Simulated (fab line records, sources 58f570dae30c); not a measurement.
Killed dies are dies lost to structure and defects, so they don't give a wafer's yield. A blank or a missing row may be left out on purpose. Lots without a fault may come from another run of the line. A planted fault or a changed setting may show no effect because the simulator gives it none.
Which tool did it? | flow berkeley_cmos170 | 14 lots, 42 wafers sampled, at 6 steps of a route of 331

WHAT THE GAUGES READ, wafer by wafer
UCB170_SILICIDE_THK_MEAS_03: measures by xrf. Usual: SILICIDE_TI_THK 29.2 nm, standard deviation 0.38.
lot  | measured     | on            | SILICIDE_TI_THK (nm) | flag
L416 | day 6 21:43  | film_metro-01 | 29.0 29.5 29.4       |
L417 | day 6 21:55  | film_metro-02 | 29.5 29.4 29.6       |
L418 | day 7 10:10  | film_metro-01 | 28.7 28.6 28.8       |
L419 | day 7 10:11  | film_metro-04 | 29.2 28.6 29.0       |
L420 | day 8 12:33  | film_metro-01 | 29.3 28.7 29.1       |
L421 | day 8 12:44  | film_metro-01 | 29.3 28.6 29.2       |
L423 | day 8 13:06  | film_metro-01 | 29.2 29.4 29.0       |
L426 | day 8 23:27  | film_metro-01 | 29.5 29.1 29.2       |
L427 | day 8 23:40  | film_metro-04 | 29.3 29.8 29.8       |
L432 | day 10 06:25 | film_metro-01 | 29.2 29.1 29.2       |
L436 | day 10 21:17 | film_metro-01 | 29.3 29.2 28.8       |
L433 | day 10 21:22 | film_metro-02 | 29.2 29.6 29.6       |
L437 | day 11 08:56 | film_metro-01 | 29.2 29.1 28.9       |
L438 | day 11 20:04 | film_metro-01 | 29.1 28.4 28.9       |

UCB170_M1_CD_MEAS_90: target cd 700 nm. Usual: cd_nm 700 nm, standard deviation 3.2.
lot  | measured     | on        | cd_nm (nm)  | flag
L416 | day 7 10:41  | cd_sem-01 | 695 701 700 |
L417 | day 7 10:47  | cd_sem-02 | 698 697 699 |
L418 | day 7 17:00  | cd_sem-01 | 700 696 696 |
L419 | day 7 17:28  | cd_sem-01 | 700 703 697 |
L420 | day 8 21:29  | cd_sem-02 | 703 705 701 |
L421 | day 8 21:23  | cd_sem-02 | 687 687 686 | OFF
L423 | day 8 21:05  | cd_sem-02 | 696 695 700 |
L426 | day 9 09:23  | cd_sem-02 | 699 704 706 |
L427 | day 9 09:44  | cd_sem-02 | 684 685 688 | OFF
L432 | day 10 13:50 | cd_sem-01 | 696 699 700 |
L436 | day 11 04:10 | cd_sem-02 | 699 702 698 |
L433 | day 11 06:31 | cd_sem-01 | 706 705 705 |
L437 | day 11 17:15 | cd_sem-01 | 706 700 704 |
L438 | day 12 07:43 | cd_sem-02 | 707 703 707 |

WHICH TOOL RAN EACH LOT (tool, then ch and the chambers of the sampled wafers, then the start)
lot  | UCB170_CONTACT_STRIP_06              | UCB170_M1_SPUTTER_00         | UCB170_M1_METAL_ETCH_12           | UCB170_M1_STRIP_13
L416 | plasma_asher-02 ch 0, day 7 03:37    | pvd_sputter-01, day 7 08:33  | rie_metal-04 ch 0,1, day 7 10:23  | plasma_asher-04 ch 0,1, day 7 10:31
L417 | plasma_asher-03 ch 0,1, day 7 03:37  | pvd_sputter-03, day 7 08:46  | rie_metal-01 ch 0,1, day 7 10:32  | plasma_asher-01 ch 0,1, day 7 10:40
L418 | plasma_asher-02 ch 0,1, day 7 12:47  | pvd_sputter-03, day 7 14:41  | rie_metal-01 ch 0,1, day 7 16:46  | plasma_asher-03 ch 0,1, day 7 16:54
L419 | plasma_asher-03 ch 0,1, day 7 12:49  | pvd_sputter-01, day 7 14:50  | rie_metal-02 ch 0,1, day 7 17:14  | plasma_asher-01 ch 0,1, day 7 17:22
L420 | plasma_asher-01 ch 0,1, day 8 16:40  | pvd_sputter-01, day 8 19:26  | rie_metal-04 ch 0,1, day 8 21:15  | plasma_asher-01 ch 0,1, day 8 21:23
L421 | plasma_asher-02 ch 0,1, day 8 16:40  | pvd_sputter-03, day 8 19:05  | rie_metal-01 ch 0,1, day 8 21:08  | plasma_asher-04 ch 0,1, day 8 21:16
L423 | plasma_asher-01 ch 0,1, day 8 16:13  | pvd_sputter-04, day 8 18:44  | rie_metal-02 ch 0,1, day 8 20:51  | plasma_asher-03 ch 0,1, day 8 20:59
L426 | plasma_asher-01 ch 0,1, day 9 04:51  | pvd_sputter-01, day 9 07:11  | rie_metal-04 ch 0,1, day 9 09:04  | plasma_asher-04 ch 0,1, day 9 09:11
L427 | plasma_asher-01 ch 0,1, day 9 05:20  | pvd_sputter-04, day 9 07:25  | rie_metal-01 ch 1, day 9 09:26    | plasma_asher-03 ch 0,1, day 9 09:36
L432 | plasma_asher-02 ch 0, day 10 09:56   | pvd_sputter-01, day 10 12:07 | rie_metal-02 ch 0,1, day 10 13:35 | plasma_asher-01 ch 0,1, day 10 13:43
L436 | plasma_asher-01 ch 0,1, day 10 23:54 | pvd_sputter-01, day 11 01:48 | rie_metal-04 ch 0,1, day 11 03:51 | plasma_asher-03 ch 0,1, day 11 03:59
L433 | plasma_asher-01 ch 0,1, day 11 02:08 | pvd_sputter-03, day 11 04:22 | rie_metal-02 ch 0, day 11 06:13   | plasma_asher-03 ch 0,1, day 11 06:24
L437 | plasma_asher-03 ch 0,1, day 11 11:34 | pvd_sputter-01, day 11 14:51 | rie_metal-04 ch 0,1, day 11 17:01 | plasma_asher-03 ch 0,1, day 11 17:09
L438 | plasma_asher-03 ch 0,1, day 12 03:44 | pvd_sputter-03, day 12 06:05 | rie_metal-04 ch 0,1, day 12 07:29 | plasma_asher-04 ch 0,1, day 12 07:37
- UCB170_CONTACT_STRIP_06: strips in O2.
- UCB170_M1_SPUTTER_00: material Al, target thk 600 nm, time 80 s.
- UCB170_M1_METAL_ETCH_12: etches Al in Cl2/BCl3, stops on PSG, target depth 780 nm, time 130 s.
- UCB170_M1_STRIP_13: strips in O2.

WHAT THE TOOLS THEMSELVES READ (means of the sampled wafers that have a number; where no wafer has one, the mark that the record gives instead)
UCB170_CONTACT_STRIP_06. Usual: drypump_motor_current_A 6.1 A, standard deviation 0.42; oes_product_au 0.734 a.u., standard deviation 0.0043; strip_time_to_endpoint_s 21.95 s, standard deviation 0.061.
lot  | tool            | drypump_motor_current_A (A) | oes_product_au (a.u.) | strip_time_to_endpoint_s (s) | flag
L416 | plasma_asher-02 | 5.8                         | 0.733                 | 21.95                        |
L417 | plasma_asher-03 | 6.1                         | 0.736                 | 22.02                        |
L418 | plasma_asher-02 | 6.4                         | 0.733                 | 21.91                        |
L419 | plasma_asher-03 | 5.8                         | 0.732                 | 21.95                        |
L420 | plasma_asher-01 | 6.2                         | 0.734                 | 21.91                        |
L421 | plasma_asher-02 | 6.4                         | 0.732                 | 21.97                        |
L423 | plasma_asher-01 | 6.2                         | 0.739                 | 21.91                        |
L426 | plasma_asher-01 | 6.1                         | 0.737                 | 21.95                        |
L427 | plasma_asher-01 | 6.2                         | 0.734                 | 21.96                        |
L432 | plasma_asher-02 | 5.9                         | 0.732                 | 21.96                        |
L436 | plasma_asher-01 | 6.1                         | 0.732                 | 21.94                        |
L433 | plasma_asher-01 | 6.1                         | 0.735                 | 21.90                        |
L437 | plasma_asher-03 | 5.8                         | 0.729                 | 21.83                        |
L438 | plasma_asher-03 | 5.8                         | 0.738                 | 21.90                        |

UCB170_M1_SPUTTER_00. Usual: throttle_valve_pct 30.0 %, standard deviation 0.99.
lot  | tool           | throttle_valve_pct (%) | flag
L416 | pvd_sputter-01 | 29.6                   |
L417 | pvd_sputter-03 | 31.1                   |
L418 | pvd_sputter-03 | 31.2                   |
L419 | pvd_sputter-01 | 29.2                   |
L420 | pvd_sputter-01 | 28.9                   |
L421 | pvd_sputter-03 | 31.0                   |
L423 | pvd_sputter-04 | 30.2                   |
L426 | pvd_sputter-01 | 30.5                   |
L427 | pvd_sputter-04 | 29.6                   |
L432 | pvd_sputter-01 | 29.0                   |
L436 | pvd_sputter-01 | 29.1                   |
L433 | pvd_sputter-03 | 30.8                   |
L437 | pvd_sputter-01 | 29.5                   |
L438 | pvd_sputter-03 | 30.6                   |

UCB170_M1_METAL_ETCH_12. Usual: drypump_motor_current_A 5.7 A, standard deviation 0.53; oes_product_au 0.857 a.u., standard deviation 0.013; throttle_valve_pct 24.55 %, standard deviation 0.12.
lot  | tool         | drypump_motor_current_A (A) | oes_product_au (a.u.) | throttle_valve_pct (%) | flag
L416 | rie_metal-04 | 5.3                         | 0.880                 | 24.57                  |
L417 | rie_metal-01 | 6.3                         | 0.858                 | 24.48                  |
L418 | rie_metal-01 | 6.4                         | 0.860                 | 24.47                  |
L419 | rie_metal-02 | 5.4                         | 0.843                 | 24.67                  |
L420 | rie_metal-04 | 5.3                         | 0.866                 | 24.58                  |
L421 | rie_metal-01 | 6.3                         | 0.866                 | 24.47                  |
L423 | rie_metal-02 | 5.5                         | 0.845                 | 24.65                  |
L426 | rie_metal-04 | 5.7                         | 0.852                 | 24.48                  |
L427 | rie_metal-01 | 6.4                         | 0.845                 | 24.47                  |
L432 | rie_metal-02 | 5.5                         | 0.850                 | 24.64                  |
L436 | rie_metal-04 | 5.3                         | 0.870                 | 24.58                  |
L433 | rie_metal-02 | 5.7                         | 0.849                 | 24.62                  |
L437 | rie_metal-04 | 5.7                         | 0.853                 | 24.49                  |
L438 | rie_metal-04 | 5.6                         | 0.845                 | 24.49                  |

UCB170_M1_STRIP_13. Usual: drypump_motor_current_A 6.0 A, standard deviation 0.42; oes_product_au 0.720 a.u., standard deviation 0.0041.
lot  | tool            | drypump_motor_current_A (A) | oes_product_au (a.u.) | flag
L416 | plasma_asher-04 | 5.9                         | 0.721                 |
L417 | plasma_asher-01 | 6.2                         | 0.720                 |
L418 | plasma_asher-03 | 5.8                         | 0.718                 |
L419 | plasma_asher-01 | 6.1                         | 0.723                 |
L420 | plasma_asher-01 | 6.2                         | 0.718                 |
L421 | plasma_asher-04 | 5.9                         | 0.583                 | OFF
L423 | plasma_asher-03 | 5.8                         | 0.719                 |
L426 | plasma_asher-04 | 5.9                         | 0.724                 |
L427 | plasma_asher-03 | 6.2                         | 0.582                 | OFF
L432 | plasma_asher-01 | 6.1                         | 0.721                 |
L436 | plasma_asher-03 | 5.8                         | 0.720                 |
L433 | plasma_asher-03 | 5.8                         | 0.719                 |
L437 | plasma_asher-03 | 5.8                         | 0.719                 |
L438 | plasma_asher-04 | 5.9                         | 0.721                 |

THE ANSWER, worked out from the rows above alone
Rule: a lot is off if the mean of its wafers that have a number lies more than 3 standard deviations from the usual mean. A lot without any number at a reading at which 4 lots or more have one is off too. The other lots that the step has rows for count as sound. The gauges are gone through in route order, then the tools' own readings, and for those a lot's mean is taken as printed above. The first step at which some lot is off is used, and at that step the reading that is off furthest; a lot without a number counts as furthest.
Off: L421, L427, at UCB170_M1_CD_MEAS_90 (cd_nm).
A tool fits if, at a process step before that reading, it ran every lot that is off, and no sound lot after the first of them. The gauges at UCB170_M1_CD_MEAS_90 aren't tried: what is off there is off at UCB170_M1_STRIP_13 too, on other tools, and a gauge's error can't cause that. One fits: rie_metal-01 at UCB170_M1_METAL_ETCH_12. Its last sound lot is L418 (day 7 16:46), its first lot that is off L421 (day 8 21:08): a fault that began between those two fits.

WHAT THE SIMULATOR HAD PUT IN
Process parameter drift: rie_metal-01, from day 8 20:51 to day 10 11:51, at UCB170_M1_METAL_ETCH_12. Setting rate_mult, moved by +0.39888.
Lots struck among those shown: L421, L427. The rule above found the same.
